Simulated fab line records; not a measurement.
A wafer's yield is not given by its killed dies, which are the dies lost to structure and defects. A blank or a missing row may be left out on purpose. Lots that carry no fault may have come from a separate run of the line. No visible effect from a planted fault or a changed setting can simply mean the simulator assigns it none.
Code-filled problem report in 8D (eight disciplines) form -- flow berkeley cmos170 -- the parts of the form that need people (team, actions taken, sign-off) are left out

## 1. THE PROBLEM
PVT_TW at UCB170_PVT_TW_MEAS_09 reads a mean of 476 on 6 wafers of 2 lots; wafers without a fault read 513 with a standard deviation of 4. That is -9.3 standard deviations from the usual mean.
First seen on wafer L390.1, day 9 10:44, on film metro-02. The record has a number at this step for 42 wafers belonging to 14 lots. Rule for "out" (also "out of limits"): further than 4 standard deviations from the usual mean. Any other wafer with a number is counted as sound.

## 2. WHAT THIS IS AND IS NOT
question,is,is not
which readings at this step,PVT_TW,-
which lots,"L390, L394","L372, L374, L375, L376, L377, L380, L381, L382, L383, L388, L389, L391"
which wafers of those lots,all that have a number,-
read on which gauges,"film metro-02, film metro-03",film metro-01
when,from day 9 10:44,up to then (36 sound wafers)

## 3. SUSPECTS, AND WHAT RULES EACH OUT
Counting: a tool at a process step up to the reading stays a suspect if it ran every lot that is out and no sound lot after the first of them.
- the gauge at UCB170_PVT_TW_MEAS_09: ruled out. Those wafers that are out were read across 2 gauges (film metro-02, film metro-03).
- plasma asher-02 at UCB170_ACTIVE_STRIP_16 (strips in O2): kept. It processed each lot that is out, first L390 at day 7 22:23, and no sound lot thereafter; up to then, the last sound lot it processed was L383 at day 6 04:13.
- implanter-03 at UCB170_PVT_IMPLANT_07: kept. It processed each lot that is out, first L390 at day 9 10:29, and no sound lot thereafter; up to then, the last sound lot it processed was L381 at day 7 10:47. On those wafers its own readings are out: beam energy keV.
Left after counting: plasma asher-02 at UCB170_ACTIVE_STRIP_16, implanter-03 at UCB170_PVT_IMPLANT_07.

## 4. THE CAUSE (what the simulator had put in)
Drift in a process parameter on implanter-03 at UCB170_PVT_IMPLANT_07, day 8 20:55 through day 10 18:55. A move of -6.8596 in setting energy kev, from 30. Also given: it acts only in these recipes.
After counting, 2 suspects remain, this tool included.

## 5. THE EFFECT CHAIN, in route order
One row per reading whose mean, taken over the struck wafers that have a number, lies over 3 standard deviations from the usual. Only readings for which the record gives a usual standard deviation are gone through. hours: the time from each lot's start at the first step in this table that gives one to its start at this step, as a median over the lots. sigmas: the change in usual standard deviations.
hours,step,reading,usual,on struck wafers,change,sigmas
0,UCB170_PVT_IMPLANT_07,beam energy keV,30.000,23.134,-6.866,-99 or more
0,UCB170_PVT_TW_MEAS_09,PVT_TW,513,476,-37,-9.3
Process steps it contains:
- UCB170_PVT_IMPLANT_07

## 6. WHAT WOULD HAVE CAUGHT IT SOONER
The first out-of-limits reading at a measuring or inspecting step in this record came at day 9 10:44, 14 hours after the fault's start at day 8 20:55.
The tool's own readings at UCB170_PVT_IMPLANT_07 were out on every struck wafer that the step has a row for (beam energy keV): an alarm limit on them would have fired on the first of those.
Of the lots that are out (2), L394 began UCB170_PVT_IMPLANT_07 on implanter-03 after day 9 10:44. A hold on the tool at that time would have spared it.
